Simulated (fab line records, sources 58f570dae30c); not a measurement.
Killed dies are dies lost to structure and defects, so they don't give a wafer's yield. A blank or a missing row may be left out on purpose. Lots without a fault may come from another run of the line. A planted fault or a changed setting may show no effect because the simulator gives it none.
Split-lot experiment | flow berkeley_cmos170 | 5 lots, 23 wafers read, on a route of 331 steps

THE SPLIT
At UCB170_SILICIDE_SPUTTER_01 (material Ti, target thk 30 nm, time 25 s), the setting power_w was moved away from the recipe's 1500 W on 7 of the 23 wafers read, by -5.5% to +6.9%. The other wafers ran this setting at the recipe's value.

FROM THE SPLIT TO THE READING: what the file shows between them, 1 step
- UCB170_SILICIDE_RS_MEAS_02: measures by four-point-probe

THE READING
SILICIDE_TI_THK, in nm, at UCB170_SILICIDE_THK_MEAS_03 (measures by xrf). Fault-free wafers of this fab line usually give 29.5 nm, standard deviation 0.44 nm.

wafer  | tool, chamber at the split | power_w as run, W | against the recipe | SILICIDE_TI_THK, nm | against lot-mates on the recipe
L075.1 | pvd_sputter-03, -          | 1604              | +6.9%              | 31.7                | +1.8
L075.2 | pvd_sputter-03, -          | 1500              | recipe             | 30.2                | -
L075.3 | pvd_sputter-03, -          | 1500              | recipe             | 29.6                | -
L075.4 | pvd_sputter-03, -          | 1604              | +6.9%              | 31.1                | +1.2
L075.6 | pvd_sputter-03, -          | 1500              | recipe             | 29.9                | -
L078.1 | pvd_sputter-04, -          | 1500              | recipe             | 29.0                | -
L078.2 | pvd_sputter-04, -          | 1500              | recipe             | 29.9                | -
L078.3 | pvd_sputter-04, -          | 1500              | recipe             | 29.6                | -
L078.5 | pvd_sputter-04, -          | 1500              | recipe             | 29.0                | -
L078.6 | pvd_sputter-04, -          | 1500              | recipe             | 29.5                | -
L080.1 | pvd_sputter-03, -          | 1500              | recipe             | 30.3                | -
L080.2 | pvd_sputter-03, -          | 1500              | recipe             | 29.9                | -
L080.4 | pvd_sputter-03, -          | 1418              | -5.5%              | 28.8                | -1.3
L080.5 | pvd_sputter-03, -          | 1418              | -5.5%              | 28.5                | -1.6
L080.6 | pvd_sputter-03, -          | 1418              | -5.5%              | 28.8                | -1.3
L082.2 | pvd_sputter-03, -          | 1500              | recipe             | 29.7                | -
L082.3 | pvd_sputter-03, -          | 1500              | recipe             | 29.5                | -
L082.6 | pvd_sputter-03, -          | 1500              | recipe             | 29.4                | -
L085.2 | pvd_sputter-01, -          | 1500              | recipe             | 29.1                | -
L085.3 | pvd_sputter-01, -          | 1500              | recipe             | 28.8                | -
L085.4 | pvd_sputter-01, -          | 1500              | recipe             | 29.3                | -
L085.5 | pvd_sputter-01, -          | 1440              | -4.0%              | 27.9                | -1.2
L085.6 | pvd_sputter-01, -          | 1440              | -4.0%              | 28.1                | -1.0

THE FIT
A straight line over all 23 wafers: SILICIDE_TI_THK changes by +0.24 nm for each +1% of power_w; r = +0.86; the points scatter about the line by 0.46 nm.
The same after taking each lot's own level away (the mean of its wafers on the recipe; 23 wafers): +0.238 nm for each +1%; r = +0.95; scatter 0.26 nm.
On that fit, the largest move of power_w shifts the reading by 1.7 nm.
The lots' own levels span 29.07 to 30.10 nm, that is 2.3 times the standard deviation above.
So the lot-to-lot level changes the slope little: the two slopes agree.
Check: with one of the wafers moved furthest among these (+6.9%) left out of the fit, the line predicts +1.54 nm for it against its lot-mates. It came out at +1.8 nm against them.

OTHER SPLITS ON THESE WAFERS
These wafers also went through other splits before the reading. Each is held against what the fit with the lots' levels taken away leaves over:
other split on the same wafers   | wafers away from the commonest value | r with SILICIDE_TI_THK (lot level and that fit taken away)
UCB170_NLDD_PEB_04 peb_temp_c    | 5                                    | -0.05
UCB170_NSD_PEB_04 peb_temp_c     | 7                                    | +0.16
UCB170_NSD_IMPLANT_08 energy_kev | 8                                    | +0.04

THE WHOLE CHAIN: every reading that the file lists as answering this split, in the file's order
step                        | what it does                             | reading                                                                           | change (the file's fit)               | r (the file's)
UCB170_SILICIDE_SPUTTER_01  | material Ti, target thk 30 nm, time 25 s | Ti_of_SILICIDE_SPUTTER_01.thk_nm (the simulator's own value, which no gauge read) | +0.253 nm for each +1% of the setting | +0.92
UCB170_SILICIDE_RS_MEAS_02  | measures by four-point-probe             | SILICIDE_TI_RS                                                                    | -0.256 for each +1% of the setting    | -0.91
UCB170_SILICIDE_THK_MEAS_03 | measures by xrf                          | SILICIDE_TI_THK                                                                   | +0.243 for each +1% of the setting    | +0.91

THE FILE'S OWN FIT
SILICIDE_TI_THK changes by +0.243 nm for each +1% of power_w, r = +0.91.
